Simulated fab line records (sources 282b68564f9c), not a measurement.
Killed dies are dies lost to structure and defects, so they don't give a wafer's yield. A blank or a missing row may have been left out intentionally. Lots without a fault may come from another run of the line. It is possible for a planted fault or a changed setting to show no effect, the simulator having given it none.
fab line records + flow ritCmos
record:
- lots: 6
- wafers: 18
- lastDay: 8
route steps=202 shown PSD@150 SDANNEAL@153 NSD@158 PLDD@159 NLDD@160 SILICIDE@161 M1@202
lots that met no fault: taken from a fault-free run of the same line
startH: hours from the record's first day to the start of the lot's first wafer shown + waitH: hours elapsed since this lot's preceding step + " identical to the entry in the row above + L1.1+2: a row that stands for several wafers + - no value present, or no start provided + * or withheld: withheld + < > ~ a bound
route shown NAME@n: names a module that has steps shown in the file, with the first one's number in the route + usual: mean and standard deviation over wafers with no fault + same: alike in all rows + chamber/n: place in a boat + sites: the reading at each site + _std_site: the standard deviation of these + _edge_site: mean of outer sites minus mean of inner sites + radiusMm: for every site, how far away it sits from the centre of the wafer + mask NAME#n: copy n + behind: the tool/chamber that last shaped the wafer + hold: why the lot was held/for how many hours/how that ended + device: whichever transistor did not switch (one of n, p or np) + end of line: tests of these same wafers at the route's end + step lacking rows: just its recipe + killed: dies that structure and defects cost at the first sort, which is not the same as the wafer's yield + map: dies across one wafer; x = killed, . = not, _ = none there
set.NAME: the setting as run; set.NAME@STEP: as run at that earlier step + model.NAME: the simulator's own value behind a step, which no gauge read
a table for each step, a row for each wafer; lots at some steps of the route
services: from which hour (startH, from the record's first day; less than 0 if before it) a tool's chamber was out of use, for how many hours, and why
== steps ==
step: RIT_PSD_IMPLANT_08
recipe:
- species: BF2
- energyKev: 27
- doseCm2: 5e+15
- tiltDeg: 7
step: RIT_PSD_STRIP_09
recipe:
- chemistry: O2
- timeS: 180
- resist: NOVOLAK
- platenTempC: withheld
- powerW: 500
- pressureMtorr: 4000
- o2FlowSccm: 4000
usual:
- drypumpMotorCurrentA: 5.7/0.46
| lot.wafer | tool           | chamber | startH | waitH | drypumpMotorCurrentA | rfHoursCounterH |
|-----------|----------------|---------|--------|-------|----------------------|-----------------|
| L985.3    | plasmaAsher-01 | 0       | 59.71  | 0.1   | 5.6                  | -               |
| L985.4    | "              | 1       | "      | "     | 5.0                  | -               |
| L985.5    | "              | 1       | "      | "     | 5.0                  | -               |
| L992.1    | plasmaAsher-04 | 1       | 86.82  | 0.1   | 6.3                  | 44              |
| L992.2    | "              | 0       | "      | "     | 6.2                  | 44              |
| L992.6    | "              | 0       | "      | "     | 6.2                  | -               |
| L996.1    | plasmaAsher-01 | 1       | 105.88 | 0.1   | 5.0                  | 32              |
| L996.3    | "              | 1       | "      | "     | 5.0                  | -               |
| L996.4    | "              | 0       | "      | "     | 5.5                  | -               |
| L103.2    | plasmaAsher-01 | 1       | 148.31 | 0.1   | 5.0                  | 36              |
| L103.3    | "              | 1       | "      | "     | 5.0                  | -               |
| L103.5    | "              | 0       | "      | "     | 5.5                  | -               |
| L105.2    | plasmaAsher-03 | 0       | 158.90 | 0.1   | 6.0                  | 4               |
| L105.5    | "              | 0       | "      | "     | 6.1                  | -               |
| L105.6    | "              | 1       | "      | "     | 5.9                  | -               |
| L108.2    | plasmaAsher-01 | 0       | 176.87 | 0.1   | 5.5                  | 39              |
| L108.3    | "              | 0       | "      | "     | 5.6                  | -               |
| L108.5    | "              | 0       | "      | "     | 5.5                  | -               |
step: RIT_PSD_TW_MEAS_10
usual:
- PSD_TW: 3420/32
| lot.wafer | tool         | chamber | startH | waitH | PSD_TW |
|-----------|--------------|---------|--------|-------|--------|
| L985.3    | filmMetro-01 | -       | 59.84  | 0.1   | 3391   |
| L985.4    | "            | -       | "      | "     | 3433   |
| L985.5    | "            | -       | "      | "     | 3418   |
| L992.1    | filmMetro-01 | -       | 86.99  | 0.1   | 3418   |
| L992.2    | "            | -       | "      | "     | 3399   |
| L992.6    | "            | -       | "      | "     | 3419   |
| L996.1    | filmMetro-01 | -       | 106.06 | 0.1   | 3407   |
| L996.3    | "            | -       | "      | "     | 3386   |
| L996.4    | "            | -       | "      | "     | 3401   |
| L103.2    | filmMetro-03 | -       | 148.49 | 0.1   | 3440   |
| L103.3    | "            | -       | "      | "     | 3462   |
| L103.5    | "            | -       | "      | "     | 3457   |
| L105.2    | filmMetro-04 | -       | 159.08 | 0.1   | 3380   |
| L105.5    | "            | -       | "      | "     | 3393   |
| L105.6    | "            | -       | "      | "     | 3387   |
| L108.2    | filmMetro-03 | -       | 177.06 | 0.1   | 3460   |
| L108.3    | "            | -       | "      | "     | 3449   |
| L108.5    | "            | -       | "      | "     | 3464   |
step: RIT_SDANNEAL_CLEAN_00
recipe:
- chemistry: SC1
- mix: 3:3:50
- timeS: 600
- tempC: 75
step: RIT_SDANNEAL_CLEAN_01
recipe:
- chemistry: dHF
- dilution: 50:1
- timeS: 30
step: RIT_SDANNEAL_CLEAN_02
recipe:
- chemistry: SC2
- mix: 3:3:50
- timeS: 600
- tempC: 75
- dry: n2Spin
step: RIT_SDANNEAL_RTA_03
recipe:
- tempC: 1050
- timeS: 5
- idleTempC: 600
- rampUpCPerS: 342
- rampDownCPerS: 171
- coolToC: 600
- ambient: N2
usual:
- wafer_temp_C_max: 1053.5/1.1
| lot.wafer | tool         | chamber | startH | waitH | wafer_temp_C_max |
|-----------|--------------|---------|--------|-------|------------------|
| L985.3    | rtpAnneal-02 | 0       | 60.27  | 0.0   | 1054.5           |
| L985.4    | "            | 0       | "      | "     | 1052.6           |
| L985.5    | "            | 0       | "      | "     | 1053.2           |
| L992.1    | rtpAnneal-01 | 0       | 87.42  | 0.0   | 1052.8           |
| L992.2    | "            | 0       | "      | "     | 1054.5           |
| L992.6    | "            | 0       | "      | "     | 1052.4           |
| L996.1    | rtpAnneal-01 | 0       | 106.60 | 0.0   | 1055.1           |
| L996.3    | "            | 0       | "      | "     | 1055.4           |
| L996.4    | "            | 0       | "      | "     | 1053.4           |
| L103.2    | rtpAnneal-02 | 0       | 148.92 | 0.0   | 1052.6           |
| L103.3    | "            | 0       | "      | "     | 1054.2           |
| L103.5    | "            | 0       | "      | "     | 1053.6           |
| L105.2    | rtpAnneal-02 | 0       | 159.56 | 0.0   | 1052.0           |
| L105.5    | "            | 0       | "      | "     | 1054.7           |
| L105.6    | "            | 0       | "      | "     | 1053.8           |
| L108.2    | rtpAnneal-01 | 0       | 177.49 | 0.0   | 1052.0           |
| L108.3    | "            | 0       | "      | "     | 1053.8           |
| L108.5    | "            | 0       | "      | "     | 1052.5           |
step: RIT_SDANNEAL_RS_MEAS_04
recipe:
- thkMeasGauge: four-point-probe
usual:
- PSD_RS: 115.9/0.31
| lot.wafer | tool         | chamber | startH | waitH | PSD_RS[ohm/sq] |
|-----------|--------------|---------|--------|-------|----------------|
| L985.3    | filmMetro-03 | -       | 60.35  | 0.1   | 115.9          |
| L985.4    | "            | -       | "      | "     | 115.8          |
| L985.5    | "            | -       | "      | "     | 115.9          |
| L992.1    | filmMetro-01 | -       | 87.48  | 0.0   | 116.0          |
| L992.2    | "            | -       | "      | "     | 115.6          |
| L992.6    | "            | -       | "      | "     | 115.5          |
| L996.1    | filmMetro-03 | -       | 106.66 | 0.0   | 115.9          |
| L996.3    | "            | -       | "      | "     | 116.2          |
| L996.4    | "            | -       | "      | "     | 115.7          |
| L103.2    | filmMetro-04 | -       | 148.99 | 0.1   | 115.9          |
| L103.3    | "            | -       | "      | "     | 115.8          |
| L103.5    | "            | -       | "      | "     | 115.8          |
| L105.2    | filmMetro-04 | -       | 159.63 | 0.1   | 116.0          |
| L105.5    | "            | -       | "      | "     | 115.9          |
| L105.6    | "            | -       | "      | "     | 116.1          |
| L108.2    | filmMetro-04 | -       | 177.56 | 0.1   | 115.7          |
| L108.3    | "            | -       | "      | "     | 115.8          |
| L108.5    | "            | -       | "      | "     | 115.6          |
step: RIT_SDANNEAL_RS_MEAS_05
recipe:
- thkMeasGauge: four-point-probe
usual:
- NSD_RS: 84.60/0.26
| lot.wafer | tool         | chamber | startH | waitH | NSD_RS[ohm/sq] |
|-----------|--------------|---------|--------|-------|----------------|
| L985.3    | filmMetro-03 | -       | 60.47  | 0.1   | 84.68          |
| L985.4    | "            | -       | "      | "     | 84.70          |
| L985.5    | "            | -       | "      | "     | 84.60          |
| L992.1    | filmMetro-01 | -       | 87.60  | 0.1   | 84.60          |
| L992.2    | "            | -       | "      | "     | 84.48          |
| L992.6    | "            | -       | "      | "     | 84.47          |
| L996.1    | filmMetro-03 | -       | 106.78 | 0.1   | 85.13          |
| L996.3    | "            | -       | "      | "     | 85.05          |
| L996.4    | "            | -       | "      | "     | 85.03          |
| L103.2    | filmMetro-04 | -       | 149.11 | 0.1   | 84.91          |
| L103.3    | "            | -       | "      | "     | 84.63          |
| L103.5    | "            | -       | "      | "     | 84.95          |
| L105.2    | filmMetro-04 | -       | 159.75 | 0.1   | 84.46          |
| L105.5    | "            | -       | "      | "     | 84.62          |
| L105.6    | "            | -       | "      | "     | 84.49          |
| L108.2    | filmMetro-04 | -       | 177.68 | 0.1   | 84.46          |
| L108.3    | "            | -       | "      | "     | 84.49          |
| L108.5    | "            | -       | "      | "     | 84.20          |
step: RIT_SDANNEAL_RS_MEAS_06
recipe:
- thkMeasGauge: four-point-probe
usual:
- PLDD_RS: 178.8/0.46
| lot.wafer | tool         | chamber | startH | waitH | PLDD_RS[ohm/sq] |
|-----------|--------------|---------|--------|-------|-----------------|
| L985.3    | filmMetro-03 | -       | 60.59  | 0.1   | 179.0           |
| L985.4    | "            | -       | "      | "     | 178.8           |
| L985.5    | "            | -       | "      | "     | 178.9           |
| L992.1    | filmMetro-01 | -       | 87.72  | 0.1   | 178.8           |
| L992.2    | "            | -       | "      | "     | 179.0           |
| L992.6    | "            | -       | "      | "     | 178.4           |
| L996.1    | filmMetro-03 | -       | 106.90 | 0.1   | 178.6           |
| L996.3    | "            | -       | "      | "     | 178.9           |
| L996.4    | "            | -       | "      | "     | 179.2           |
| L103.2    | filmMetro-04 | -       | 149.23 | 0.1   | 178.2           |
| L103.3    | "            | -       | "      | "     | 178.4           |
| L103.5    | "            | -       | "      | "     | 177.9           |
| L105.2    | filmMetro-04 | -       | 159.87 | 0.1   | 179.1           |
| L105.5    | "            | -       | "      | "     | 178.9           |
| L105.6    | "            | -       | "      | "     | 178.9           |
| L108.2    | filmMetro-04 | -       | 177.80 | 0.1   | 177.8           |
| L108.3    | "            | -       | "      | "     | 178.3           |
| L108.5    | "            | -       | "      | "     | 178.5           |
step: RIT_SDANNEAL_RS_MEAS_07
recipe:
- thkMeasGauge: four-point-probe
usual:
- NLDD_RS: 151.6/0.5
| lot.wafer | tool         | chamber | startH | waitH | NLDD_RS[ohm/sq] |
|-----------|--------------|---------|--------|-------|-----------------|
| L985.3    | filmMetro-03 | -       | 60.71  | 0.1   | 152.4           |
| L985.4    | "            | -       | "      | "     | 152.6           |
| L985.5    | "            | -       | "      | "     | 152.4           |
| L992.1    | filmMetro-01 | -       | 87.84  | 0.1   | 151.1           |
| L992.2    | "            | -       | "      | "     | 151.2           |
| L992.6    | "            | -       | "      | "     | 150.8           |
| L996.1    | filmMetro-03 | -       | 107.02 | 0.1   | 151.9           |
| L996.3    | "            | -       | "      | "     | 152.2           |
| L996.4    | "            | -       | "      | "     | 151.6           |
| L103.2    | filmMetro-04 | -       | 149.35 | 0.1   | 151.3           |
| L103.3    | "            | -       | "      | "     | 151.8           |
| L103.5    | "            | -       | "      | "     | 151.7           |
| L105.2    | filmMetro-04 | -       | 159.99 | 0.1   | 150.6           |
| L105.5    | "            | -       | "      | "     | 150.4           |
| L105.6    | "            | -       | "      | "     | 150.2           |
| L108.2    | filmMetro-04 | -       | 177.92 | 0.1   | 152.1           |
| L108.3    | "            | -       | "      | "     | 152.2           |
| L108.5    | "            | -       | "      | "     | 152.5           |
step: RIT_SILICIDE_WET_ETCH_00
recipe:
- chemistry: BOE
- target: SiO2
- targetDepthNm: 14
- timeS: 15
- dry: n2Spin
- dilution: 10:1
- tempC: 21.5
step: RIT_SILICIDE_SPUTTER_01
recipe:
- material: Ti
- targetThkNm: 30
- powerW: 350
- chamberPressurePa: 0.667
- gas: Ar
- timeS: 240
- substrateTempC: 25
usual:
- substrateTempC: 25.00/0.1
- throttleValvePct: 29.7/0.93
| lot.wafer | tool          | chamber | startH | waitH | substrateTempC | throttleValvePct | model.Ti_of_SILICIDE_SPUTTER_01.thkNm |
|-----------|---------------|---------|--------|-------|----------------|------------------|---------------------------------------|
| L985.3    | pvdSputter-01 | -       | 60.80  | 0.0   | 24.91          | 29.0             | 30.77                                 |
| L985.4    | "             | -       | "      | "     | 24.89          | 28.5             | 29.87                                 |
| L985.5    | "             | -       | "      | "     | 25.01          | 29.0             | 30.52                                 |
| L992.1    | pvdSputter-03 | -       | 87.97  | 0.0   | 24.79          | 29.3             | 26.83                                 |
| L992.2    | "             | -       | "      | "     | 24.88          | 29.7             | 29.87                                 |
| L992.6    | "             | -       | "      | "     | 24.86          | 28.9             | 29.56                                 |
| L996.1    | pvdSputter-03 | -       | 107.15 | 0.0   | 24.99          | 29.7             | 27.33                                 |
| L996.3    | "             | -       | "      | "     | 25.06          | 29.2             | 29.87                                 |
| L996.4    | "             | -       | "      | "     | 25.05          | 31.3             | 30.15                                 |
| L103.2    | pvdSputter-02 | -       | 149.46 | 0.0   | 24.99          | 30.6             | 30.29                                 |
| L103.3    | "             | -       | "      | "     | 25.08          | 30.3             | 30.41                                 |
| L103.5    | "             | -       | "      | "     | 25.04          | 30.0             | 30.71                                 |
| L105.2    | pvdSputter-02 | -       | 160.10 | 0.0   | 25.03          | 30.6             | 29.88                                 |
| L105.5    | "             | -       | "      | "     | 24.93          | 28.0             | 30.14                                 |
| L105.6    | "             | -       | "      | "     | 24.90          | 30.3             | 30.06                                 |
| L108.2    | pvdSputter-03 | -       | 178.03 | 0.0   | 25.01          | 29.6             | 30.39                                 |
| L108.3    | "             | -       | "      | "     | 24.74          | 31.4             | 30.5                                  |
| L108.5    | "             | -       | "      | "     | 25.16          | 29.5             | 29.93                                 |
step: RIT_SILICIDE_RS_MEAS_02
recipe:
- thkMeasGauge: four-point-probe
- reads: Ti_of_SILICIDE_SPUTTER_01
usual:
- SILICIDE_TI_RS: 47.8/0.72
| lot.wafer | tool         | chamber | startH | waitH | SILICIDE_TI_RS[ohm/sq] |
|-----------|--------------|---------|--------|-------|------------------------|
| L985.3    | filmMetro-02 | -       | 60.99  | 0.1   | 46.4                   |
| L985.4    | "            | -       | "      | "     | 48.2                   |
| L985.5    | "            | -       | "      | "     | 47.0                   |
| L992.1    | filmMetro-04 | -       | 88.12  | 0.1   | 55.0                   |
| L992.2    | "            | -       | "      | "     | 48.2                   |
| L992.6    | "            | -       | "      | "     | 48.9                   |
| L996.1    | filmMetro-02 | -       | 107.30 | 0.1   | 53.9                   |
| L996.3    | "            | -       | "      | "     | 48.3                   |
| L996.4    | "            | -       | "      | "     | 47.7                   |
| L103.2    | filmMetro-02 | -       | 149.63 | 0.1   | 47.5                   |
| L103.3    | "            | -       | "      | "     | 47.1                   |
| L103.5    | "            | -       | "      | "     | 46.7                   |
| L105.2    | filmMetro-04 | -       | 160.27 | 0.1   | 48.1                   |
| L105.5    | "            | -       | "      | "     | 47.6                   |
| L105.6    | "            | -       | "      | "     | 47.7                   |
| L108.2    | filmMetro-02 | -       | 178.20 | 0.1   | 47.1                   |
| L108.3    | "            | -       | "      | "     | 47.0                   |
| L108.5    | "            | -       | "      | "     | 48.2                   |
step: RIT_SILICIDE_THK_MEAS_03
recipe:
- thkMeasGauge: xrf
- reads: Ti_of_SILICIDE_SPUTTER_01
usual:
- SILICIDE_TI_THK: 30.2/0.38
| lot.wafer | tool         | chamber | startH | waitH | SILICIDE_TI_THK[nm] |
|-----------|--------------|---------|--------|-------|---------------------|
| L985.3    | filmMetro-02 | -       | 61.09  | 0.1   | 30.7                |
| L985.4    | "            | -       | "      | "     | 29.9                |
| L985.5    | "            | -       | "      | "     | 30.6                |
| L992.1    | filmMetro-04 | -       | 88.24  | 0.1   | 26.9                |
| L992.2    | "            | -       | "      | "     | 30.0                |
| L992.6    | "            | -       | "      | "     | 29.7                |
| L996.1    | filmMetro-02 | -       | 107.42 | 0.1   | 27.4                |
| L996.3    | "            | -       | "      | "     | 30.1                |
| L996.4    | "            | -       | "      | "     | 30.2                |
| L103.2    | filmMetro-02 | -       | 149.74 | 0.1   | 30.5                |
| L103.3    | "            | -       | "      | "     | 30.7                |
| L103.5    | "            | -       | "      | "     | 30.9                |
| L105.2    | filmMetro-04 | -       | 160.38 | 0.1   | 30.0                |
| L105.5    | "            | -       | "      | "     | 30.2                |
| L105.6    | "            | -       | "      | "     | 30.3                |
| L108.2    | filmMetro-02 | -       | 178.31 | 0.1   | 30.7                |
| L108.3    | "            | -       | "      | "     | 30.7                |
| L108.5    | "            | -       | "      | "     | 30.0                |
step: RIT_SILICIDE_RTA_04
recipe:
- tempC: 650
- timeS: 10
- idleTempC: 25
- rampUpS: 5
- rampDownS: 5
- coolToC: 25
- ambient: N2
usual:
- wafer_temp_C_max: 652.5/0.52
| lot.wafer | tool         | chamber | startH | waitH | wafer_temp_C_max |
|-----------|--------------|---------|--------|-------|------------------|
| L985.3    | rtpAnneal-01 | 0       | 61.15  | 0.1   | 652.9            |
| L985.4    | "            | 0       | "      | "     | 652.7            |
| L985.5    | "            | 0       | "      | "     | 653.1            |
| L992.1    | rtpAnneal-02 | 0       | 88.30  | 0.1   | 652.7            |
| L992.2    | "            | 0       | "      | "     | 653.2            |
| L992.6    | "            | 0       | "      | "     | 652.9            |
| L996.1    | rtpAnneal-02 | 0       | 107.48 | 0.1   | 651.3            |
| L996.3    | "            | 0       | "      | "     | 652.4            |
| L996.4    | "            | 0       | "      | "     | 652.4            |
| L103.2    | rtpAnneal-01 | 0       | 149.80 | 0.1   | 652.5            |
| L103.3    | "            | 0       | "      | "     | 653.3            |
| L103.5    | "            | 0       | "      | "     | 653.0            |
| L105.2    | rtpAnneal-01 | 0       | 160.44 | 0.1   | 653.1            |
| L105.5    | "            | 0       | "      | "     | 652.0            |
| L105.6    | "            | 0       | "      | "     | 652.7            |
| L108.2    | rtpAnneal-02 | 0       | 178.37 | 0.1   | 650.9            |
| L108.3    | "            | 0       | "      | "     | 651.9            |
| L108.5    | "            | 0       | "      | "     | 652.2            |
step: RIT_M1_PROBE_99
usual:
- killedAtFrontEnd: 7/3
- killedDies: 7/3
- killedOpen: 3.4/1.8
- killedShort: 3.8/2.1
same:
- grossDies: 264
- killed_at_M0_to_M3: 0
- killed_at_M4_up: 0
- killedAtBackSide: 0
- killedAtContacts: 0
- killedAtOther: 0
| lot.wafer | tool      | chamber | startH | waitH | killedAtFrontEnd | killedDies | killedOpen | killedShort |
|-----------|-----------|---------|--------|-------|------------------|------------|------------|-------------|
| L996.1    | prober-01 | -       | 114.07 | 0.1   | 12               | 12         | 1          | 11          |
| L996.3    | prober-01 | -       | 114.17 | 0.2   | 9                | 9          | 5          | 4           |
| L996.4    | prober-01 | -       | 114.22 | 0.2   | 8                | 8          | 4          | 4           |
| L103.2    | prober-02 | -       | 156.38 | 0.1   | 8                | 8          | 5          | 3           |
| L103.3    | prober-02 | -       | 156.43 | 0.2   | 2                | 2          | 0          | 2           |
| L103.5    | prober-02 | -       | 156.53 | 0.2   | 6                | 6          | 3          | 3           |
killed by level:class
L996.1 GATE:geometricParticle:short=4 SILICIDE:geometricParticle:short=4 FOX2:geometricParticle:short=2 FOX1:geometricParticle:short=1 GATE:geometricParticle:open=1
L996.3 GATE:geometricParticle:open=4 FOX1:geometricParticle:short=2 GATE:geometricParticle:short=2 FOX1:geometricParticle:open=1
L996.4 GATE:geometricParticle:short=3 FOX1:geometricParticle:open=1 GATE:geometricParticle:open=1 REOX:geometricParticle:open=1 SILICIDE:geometricParticle:open=1 SILICIDE:geometricParticle:short=1
L103.2 FOX1:geometricParticle:short=3 GATE:geometricParticle:open=2 FOX1:geometricParticle:open=1 REOX:geometricParticle:open=1 SILICIDE:geometricParticle:open=1
L103.3 GATE:geometricParticle:short=2
L103.5 GATE:geometricParticle:open=3 GATE:geometricParticle:short=3
== services ==
| tool           | chamber | startH | hours | kind      |
|----------------|---------|--------|-------|-----------|
| pvdSputter-01  | -       | 61.80  | 3.1   | repair    |
| pvdSputter-03  | -       | 71.13  | 1.3   | repair    |
| plasmaAsher-03 | -       | 76.25  | 2.9   | repair    |
| plasmaAsher-04 | -       | 78.88  | 2.8   | pm        |
| plasmaAsher-03 | -       | 108.75 | 9.0   | pm        |
| plasmaAsher-03 | 0       | 108.75 | 9.0   | ventCycle |
| plasmaAsher-03 | 1       | 108.75 | 9.0   | ventCycle |
| plasmaAsher-03 | -       | 116.03 | 0.7   | repair    |
| plasmaAsher-03 | 0       | 117.75 | -     | clean     |
| plasmaAsher-03 | 1       | 117.75 | -     | clean     |
| plasmaAsher-01 | -       | 136.21 | 0.6   | repair    |
== key ==
firstSign:
- step: RIT_SILICIDE_RS_MEAS_02
- reading: SILICIDE_TI_RS
- direction: up
- sigmas: 9.3
- usual: 47.8
- struck: 54.5
effect:
- step: RIT_SILICIDE_THK_MEAS_03
- reading: SILICIDE_TI_THK
- direction: down
- sigmas: 8
- usual: 30.2
- struck: 27.2
modelEffect:
- step: RIT_SILICIDE_SPUTTER_01
- value: Ti_of_SILICIDE_SPUTTER_01.thkNm
- without: 29.88
- struck: 27.08
metAt RIT_SILICIDE_SPUTTER_01
struckWafers L992.1,L996.1
testerLeftOut L992,L996
fault:
- kind: processParameterDrift
- tool: pvdSputter-03
- chamber: -
- onsetH: 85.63
- steps: RIT_SILICIDE_SPUTTER_01
- channel: targetThkNm
- offset: -2.7954
- shape: step
- endH: 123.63
- stated: 30
- scope: struckWafersOnly
testerLeftOut: of these lots the tester's yield and bins aren't shown, on N5 and GAA mostly nor the transistor test; their killed dies are dies lost to structure and defects alone, not to doping, threshold or leakage, so they don't give the yield
